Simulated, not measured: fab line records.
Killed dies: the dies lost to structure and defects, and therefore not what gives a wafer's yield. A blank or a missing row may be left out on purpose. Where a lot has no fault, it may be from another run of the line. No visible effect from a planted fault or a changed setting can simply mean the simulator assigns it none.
One fault through the eyes of 2 desks + flow berkeley cmos170 + what lay behind the numbers comes last; until then each desk has only its own

== TOOL OWNER'S DESK, litho track-01 ==
The tool's own readings at UCB170_PLDD_PEB_04, given as means over the sampled wafers that have a number, one for each lot that went through this tool. A lot is out of limits, marked OUT, if its mean lies more than 4 standard deviations from the usual mean; the brackets give that distance.
Columns: A = chill plate temp C at UCB170_PLDD_PEB_04, usual 22.97 C; B = exhaust pa at UCB170_PLDD_PEB_04, usual 45.0 Pa; C = heater power total W at UCB170_PLDD_PEB_04, usual 56.80 W
| lot  | first seen here | A     | B    | C                       |
|------|-----------------|-------|------|-------------------------|
| L226 | day 7 19:37     | 22.96 | 45.1 | 56.76                   |
| L236 | day 9 14:15     | 22.91 | 44.2 | 56.83                   |
| L241 | day 10 04:24    | 22.94 | 45.9 | 56.80                   |
| L238 | day 10 04:41    | 22.93 | 44.0 | 56.85                   |
| L248 | day 12 05:27    | 22.84 | 45.0 | 65.17 (+99 or more) OUT |
| L247 | day 12 05:39    | 22.96 | 44.7 | 65.19 (+99 or more) OUT |
Finding of this desk: L247, L248 out of limits; the first was L248 at day 12 05:27, on heater power total W at UCB170_PLDD_PEB_04. In limits: L226, L236, L241, L238.

== THE METROLOGY DESK ==
What the gauges read, lot by lot, whatever tool the lot ran on: means of the sampled wafers that have a number. A lot is out of limits, marked OUT, if its mean lies more than 4 standard deviations from the usual mean; the brackets give that distance.
Columns: A = cd nm at UCB170_PLDD_CD_MEAS_06, usual 1199.3 nm; B = PLDD_OVL at UCB170_PLDD_OVL_MEAS_07, usual -4 nm; C = PSD_OVL at UCB170_PSD_OVL_MEAS_07, usual 0 nm
| lot  | first seen here | A                | B   | C  |
|------|-----------------|------------------|-----|----|
| L226 | day 7 19:53     | 1197.5           | 3   | 6  |
| L227 | day 7 20:07     | 1199.9           | -11 | 0  |
| L230 | day 8 08:41     | 1201.6           | -10 | -1 |
| L231 | day 8 08:59     | 1199.2           | -7  | -8 |
| L229 | day 8 09:14     | 1199.4           | -7  | 5  |
| L234 | day 9 11:26     | 1200.7           | -0  | -4 |
| L235 | day 9 14:15     | 1200.4           | -8  | 4  |
| L236 | day 9 14:31     | 1200.7           | 3   | -9 |
| L241 | day 10 04:41    | 1199.8           | -10 | 0  |
| L239 | day 10 04:51    | 1197.2           | -8  | 1  |
| L238 | day 10 04:57    | 1198.6           | 0   | -5 |
| L246 | day 11 20:02    | 1198.9           | -8  | -3 |
| L248 | day 12 05:43    | 1165.9 (-26) OUT | 0   | -3 |
| L247 | day 12 05:55    | 1165.5 (-26) OUT | -2  | 4  |
Finding of this desk: L247, L248 out of limits; the first was L248 at day 12 05:43, on cd nm at UCB170_PLDD_CD_MEAS_06. In limits: L226, L227, L230, L231, L229, L234, L235, L236, L241, L239, L238, L246.

== TAKEN TOGETHER ==
An alarm could have come from the tool owner's desk at day 12 05:27, on L247, L248.
At day 12 05:43 the metrology desk could have sounded an alarm, on L247, L248.
Of the lots named, all ran UCB170_PLDD_PEB_04 on litho track-01.

== WHAT WAS PUT IN BY THE SIMULATOR ==
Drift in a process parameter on litho track-01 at UCB170_PLDD_PEB_04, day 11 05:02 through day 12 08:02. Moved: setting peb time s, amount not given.
Struck lots among those shown: L247, L248.
Delay (hours) between the fault's onset and each desk's first out-of-limits reading: 24 at the tool owner's desk, 25 at the metrology desk.
